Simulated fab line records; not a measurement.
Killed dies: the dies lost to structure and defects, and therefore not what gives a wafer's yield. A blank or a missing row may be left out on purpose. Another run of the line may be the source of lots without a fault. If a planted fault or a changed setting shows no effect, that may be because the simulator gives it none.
Which tool is to blame? ; flow berkeley cmos170 ; Sampling: 14 lots, 42 wafers, 4 of 331 route steps

## WHAT EACH GAUGE READ, for each wafer
UCB170_M3_THK_MEAS_03: measures by xrf.
lot;measured;on;M3_AL_THK (nm)
L369;day 9 04:05;film metro-01;886 889 894
L370;day 9 02:21;film metro-04;869 868 869
L371;day 9 21:59;film metro-03;887 894 898
L373;day 9 17:45;film metro-03;880 885 883
L374;day 9 21:53;film metro-04;889 882 885
L375;day 9 22:09;film metro-04;868 870 871
L381;day 11 04:13;film metro-04;886 884 883
L382;day 11 04:16;film metro-01;883 885 880
L386;day 13 01:44;film metro-01;890 880 879
L388;day 12 23:42;film metro-03;899 899 893
L389;day 13 07:28;film metro-01;868 876 876
L390;day 13 09:16;film metro-04;886 884 878
L391;day 13 08:59;film metro-04;879 883 884
L392;day 13 18:21;film metro-04;881 884 871

UCB170_M3_OVL_MEAS_16.
lot;measured;on;M3_OVL (nm)
L369;day 9 06:07;overlay-01;-10 -10 -6
L370;day 9 04:14;overlay-01;-1 0 3
L371;day 10 01:15;overlay-01;-2 -4 -8
L373;day 9 20:22;overlay-01;-11 -9 -2
L374;day 9 23:44;overlay-01;9 -7 9
L375;day 10 01:31;overlay-01;4 0 6
L381;day 11 07:27;overlay-02;-2 0 -2
L382;day 11 06:49;overlay-01;0 -3 1
L386;day 13 03:29;overlay-01;-5 -4 -8
L388;day 13 02:11;overlay-02;-1 -2 -3
L389;day 13 09:20;overlay-02;3 -3 -7
L390;day 13 11:41;overlay-01;7 7 -2
L391;day 13 11:20;overlay-01;-10 -3 -10
L392;day 13 20:46;overlay-01;3 1 1

## WHICH TOOL RAN EACH LOT (tool, then ch and the chambers of the sampled wafers, then the start)
lot;UCB170_WELLDRIVE_ANNEAL_03;UCB170_M3_STRIP_07
L369;furnace-01 ch 0, day 4 10:08;plasma asher-04 ch 0,1, day 9 04:35
L370;furnace-01 ch 0, day 4 10:08;plasma asher-04 ch 0,1, day 9 02:52
L371;furnace-01 ch 0, day 4 15:29;plasma asher-04 ch 0,1, day 9 22:50
L373;furnace-01 ch 0, day 5 00:00;plasma asher-01 ch 0,1, day 9 18:25
L374;furnace-01 ch 0, day 5 00:00;plasma asher-01 ch 0,1, day 9 22:23
L375;furnace-02 ch 0, day 5 08:04;plasma asher-01 ch 1, day 9 22:51
L381;furnace-04 ch 0, day 6 17:06;plasma asher-03 ch 0,1, day 11 04:59
L382;furnace-04 ch 0, day 6 21:22;plasma asher-04 ch 0,1, day 11 05:00
L386;furnace-04 ch 0, day 7 21:28;plasma asher-03 ch 0,1, day 13 02:16
L388;furnace-04 ch 0, day 7 21:28;plasma asher-03 ch 0,1, day 13 00:13
L389;furnace-01 ch 0, day 8 16:53;plasma asher-01 ch 0,1, day 13 07:58
L390;furnace-01 ch 0, day 8 16:53;plasma asher-01 ch 0,1, day 13 09:57
L391;furnace-01 ch 0, day 8 16:53;plasma asher-03 ch 0,1, day 13 09:30
L392;furnace-01 ch 0, day 9 01:08;plasma asher-01 ch 0,1, day 13 18:52
- UCB170_WELLDRIVE_ANNEAL_03: time 900 s.
- UCB170_M3_STRIP_07: strips in O2.

## AS READ BY THE TOOLS THEMSELVES (means over the sampled wafers that have a number; for cases with no such wafer, the mark the record gives instead)
UCB170_WELLDRIVE_ANNEAL_03.
lot;tool;spike tc centre C (C);spike tc load C (C);spike tc source C (C);tube center temp C (C);tube_center_temp_C_max;zone power source pct (%)
L369;furnace-01;1101.5;1128.6;1122.1;1100;1102.6;48.1
L370;furnace-01;1103.0;1128.3;1122.6;1100;1102.8;47.8
L371;furnace-01;1101.4;1130.1;1123.0;1100;1103.1;47.9
L373;furnace-01;1152.2;1179.7;1174.6;1150;1153.1;53.6
L374;furnace-01;1151.4;1179.4;1173.7;1150;1152.9;53.0
L375;furnace-02;1101.9;1128.5;1127.1;1100;1102.8;44.9
L381;furnace-04;1102.9;1122.9;1125.9;1100;1102.8;47.6
L382;furnace-04;1102.1;1123.5;1126.3;1100;1102.7;48.1
L386;furnace-04;1103.0;1122.8;1126.1;1100;1102.9;48.5
L388;furnace-04;1100.6;1122.7;1125.9;1100;1102.9;48.3
L389;furnace-01;1100.8;1129.2;1123.4;1100;1102.9;48.0
L390;furnace-01;1101.2;1130.0;1123.6;1100;1102.5;48.2
L391;furnace-01;1102.1;1129.1;1123.2;1100;1102.6;48.3
L392;furnace-01;1101.7;1128.2;1123.4;1100;1102.7;48.0

UCB170_M3_STRIP_07.
lot;tool;drypump motor current A (A);oes product au (a.u.);strip time to endpoint s (s)
L369;plasma asher-04;5.6;0.731;21.89
L370;plasma asher-04;5.9;0.729;21.92
L371;plasma asher-04;5.9;0.732;21.96
L373;plasma asher-01;5.8;0.730;21.93
L374;plasma asher-01;5.8;0.736;22.08
L375;plasma asher-01;4.9;0.737;21.88
L381;plasma asher-03;6.7;0.737;21.91
L382;plasma asher-04;5.9;0.738;21.87
L386;plasma asher-03;6.5;0.732;22.08
L388;plasma asher-03;6.7;0.732;21.90
L389;plasma asher-01;5.4;0.735;21.85
L390;plasma asher-01;5.3;0.734;22.02
L391;plasma asher-03;6.7;0.731;22.05
L392;plasma asher-01;5.3;0.735;22.01

## THE ANSWER, worked out from the rows above alone
Rule: the lots themselves supply what counts as usual. Put in order of their means at a reading, lots are off if they are a third of the lots or fewer, leave a main group of 4 or more, and stand apart from it by a gap of 3 or more times the standard deviation of the main group's means; of several such gaps the widest counts. A main group is skipped when, at the precision printed for the reading in the tables above, its means are all equal. Also off: a lot with no number at a reading for which 4 or more lots have one. Any other lot the step has rows for is counted as sound. First the gauges in route order, then the tools' own readings, where a lot's mean is used as printed above. The first step at which some lot is off is used, and at that step the reading that is off furthest; a lot without a number counts as furthest.
Off: L373, L374 (UCB170_WELLDRIVE_ANNEAL_03, tube_center_temp_C_max). For the main group the mean is 1102.8 and the standard deviation 0.16.
If a tool, at that step or one of the process steps before it, ran each lot that is off and ran no sound lot following the first of them, it fits. Of those tried, none fits.

## WHAT WAS PUT IN BY THE SIMULATOR
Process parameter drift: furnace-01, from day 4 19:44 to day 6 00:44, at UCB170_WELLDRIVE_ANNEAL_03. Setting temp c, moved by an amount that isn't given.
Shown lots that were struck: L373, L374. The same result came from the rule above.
